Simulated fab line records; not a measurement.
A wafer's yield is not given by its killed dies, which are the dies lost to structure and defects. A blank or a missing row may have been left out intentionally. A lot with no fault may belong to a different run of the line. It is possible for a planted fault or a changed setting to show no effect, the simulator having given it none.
Which tool did it? | flow rit_cmos | 7 lots with 21 wafers sampled at 2 steps, on a route of 202 steps

## WHAT THE GAUGES READ, wafer by wafer
RIT_ACTIVE_THK_MEAS_02.
lot  | measured    | on            | ACTIVE_OXIDE_THK (nm)
L632 | day 1 17:04 | film_metro-03 | 47.4 47.3 46.7
L634 | day 2 03:03 | film_metro-03 | 47.5 47.0 46.2
L640 | day 3 09:25 | film_metro-03 | 60.8 61.4 60.9
L643 | day 4 01:08 | film_metro-04 | 45.7 45.3 46.3
L647 | day 4 20:03 | film_metro-03 | 47.1 46.8 47.4
L651 | day 5 16:13 | film_metro-03 | 47.2 46.7 47.1
L654 | day 6 08:03 | film_metro-03 | 47.3 47.4 48.1

## WHAT TOOL EACH LOT RAN ON (gives the tool, then ch and the chambers of the sampled wafers, and finally the start)
lot  | RIT_ACTIVE_OXIDATION_01
L632 | furnace-01 ch 0, day 1 15:07
L634 | furnace-04 ch 0, day 2 01:07
L640 | furnace-01 ch 0, day 3 07:28
L643 | furnace-02 ch 0, day 3 23:12
L647 | furnace-04 ch 0, day 4 18:07
L651 | furnace-04 ch 0, day 5 14:15
L654 | furnace-04 ch 0, day 6 06:07
- RIT_ACTIVE_OXIDATION_01: target thk 46.8 nm, ox time 3360 s.

## THE ANSWER, worked out from the rows above alone
Rule: the lots themselves supply what counts as usual. Put in order of their means at a reading, lots are off if they are a third of the lots or fewer, leave a main group of 4 or more, and stand apart from it by a gap of 3 or more times the standard deviation of the main group's means; of several such gaps the widest counts. A main group is skipped when, at the precision printed for the reading in the tables above, its means are all equal. A lot without any number at a reading at which 4 lots or more have one is off too. All remaining lots with rows at the step are treated as sound.
Off: at RIT_ACTIVE_THK_MEAS_02 (ACTIVE_OXIDE_THK), L640. Mean 46.9 nm and standard deviation 0.56 in the main group.
A tool fits if, at a process step before that reading, it ran every lot that is off, and no sound lot after the first of them. The gauges at RIT_ACTIVE_THK_MEAS_02 are tried like those tools. One fits: furnace-01 at RIT_ACTIVE_OXIDATION_01. A fault onset in the window from L632 (day 1 15:07, its last sound lot) to L640 (day 3 07:28, its first lot off) fits.

## WHAT THE SIMULATOR PUT IN
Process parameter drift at RIT_ACTIVE_OXIDATION_01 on furnace-01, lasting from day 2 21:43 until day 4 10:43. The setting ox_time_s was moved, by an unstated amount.
Struck lots among those shown: L640. Same finding as the rule above.
